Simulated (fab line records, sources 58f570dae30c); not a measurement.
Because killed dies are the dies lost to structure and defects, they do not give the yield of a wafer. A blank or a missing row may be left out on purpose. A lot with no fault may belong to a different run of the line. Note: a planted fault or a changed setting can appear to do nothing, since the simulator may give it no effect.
Split-lot study    flow berkeley-cmos170    route with 331 steps; 5 lots, 23 wafers read

## ON THE SPLIT
At UCB170_CONTACT_PEB_13, the setting peb-temp-c was moved away from the recipe's 130 C on 7 of the 23 wafers read, by -2.6% to +2.5%. For the rest of the wafers, this setting stayed at what the recipe calls for.

## FROM THE SPLIT TO THE READING: what the file shows between them, 5 steps
- UCB170_CONTACT_DEVELOP_14: develop time 45 s
- UCB170_CONTACT_CD_MEAS_15: target cd 700 nm
- UCB170_CONTACT_ETCH_17: etches BARC in N2/H2
- UCB170_CONTACT_ETCH_18: etches PSG in CHF3/CF4/Ar, stops on TiSi2, target depth 840 nm, time 195 s
- UCB170_CONTACT_STRIP_19: strips in O2

## THE READING
cd-nm, in nm, at UCB170_CONTACT_CD_MEAS_90 (target cd 700 nm). On this fab line, fault-free wafers typically give 699.3 nm with a standard deviation of 1.5 nm.

wafer   tool, chamber at the split  peb-temp-c as run, C  against the recipe  cd-nm, nm  against lot-mates on the recipe
L077.1  litho-track-01, 0           130                   recipe              698.5      -
L077.2  litho-track-01, 0           130                   recipe              700.1      -
L077.4  litho-track-01, 0           130                   recipe              698.2      -
L077.5  litho-track-01, 0           130                   recipe              698.9      -
L077.6  litho-track-01, 0           130                   recipe              699.0      -
L076.1  litho-track-03, 0           126.9                 -2.4%               676.5      -23.6
L076.2  litho-track-03, 0           130                   recipe              699.4      -
L076.3  litho-track-03, 0           130                   recipe              700.9      -
L076.5  litho-track-03, 0           130                   recipe              699.9      -
L076.6  litho-track-03, 0           126.9                 -2.4%               676.9      -23.2
L078.2  litho-track-02, 0           130                   recipe              699.8      -
L078.3  litho-track-02, 0           126.6                 -2.6%               675.0      -25.7
L078.4  litho-track-02, 0           130                   recipe              701.2      -
L078.5  litho-track-02, 0           126.6                 -2.6%               675.1      -25.6
L078.6  litho-track-02, 0           130                   recipe              701.2      -
L081.2  litho-track-03, 0           133.2                 +2.5%               717.5      +18.5
L081.3  litho-track-03, 0           130                   recipe              699.2      -
L081.4  litho-track-03, 0           133.2                 +2.5%               718.5      +19.5
L081.5  litho-track-03, 0           130                   recipe              698.9      -
L081.6  litho-track-03, 0           133.2                 +2.5%               718.2      +19.2
L084.3  litho-track-03, 0           130                   recipe              701.0      -
L084.5  litho-track-03, 0           130                   recipe              699.6      -
L084.6  litho-track-03, 0           130                   recipe              702.0      -

THE FIT
A straight line over all 23 wafers: cd-nm changes by +8.62 nm for each +1% of peb-temp-c; r = +0.99; the points scatter about the line by 1.6 nm.
The same after taking each lot's own level away (the mean of its wafers on the recipe; 23 wafers): +8.89 nm for each +1%; r = +0.99; scatter 1.4 nm.
Per that fit: largest peb-temp-c move, reading shift of 23 nm.
The span of the lots' own levels, 698.94 to 700.87 nm, comes to 1.3 times the standard deviation stated above.
Hence the lot-to-lot level has little effect on the slope; both slopes agree.
Check: with one of the wafers moved furthest among these (-2.6%) left out of the fit, the line predicts -23.6 nm for it against its lot-mates. Against them it came out at -25.7 nm.

## THE WHOLE CHAIN: every reading that the file lists as answering this split, in the file's order
step                       what it does          reading                                                         change (the file's fit)               r (the file's)
UCB170_CONTACT_CD_MEAS_15  target cd 700 nm      cd-nm                                                           +9.3 nm for each +1% of the setting   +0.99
UCB170_CONTACT_ETCH_17     etches BARC in N2/H2  CONTACT.cd-nm (the simulator's own value, which no gauge read)  +9.16 nm for each +1% of the setting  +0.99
UCB170_CONTACT_CD_MEAS_90  target cd 700 nm      cd-nm                                                           +9.14 nm for each +1% of the setting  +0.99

## THE FILE'S OWN FIT
cd-nm changes by +9.14 nm for each +1% of peb-temp-c, r = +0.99.
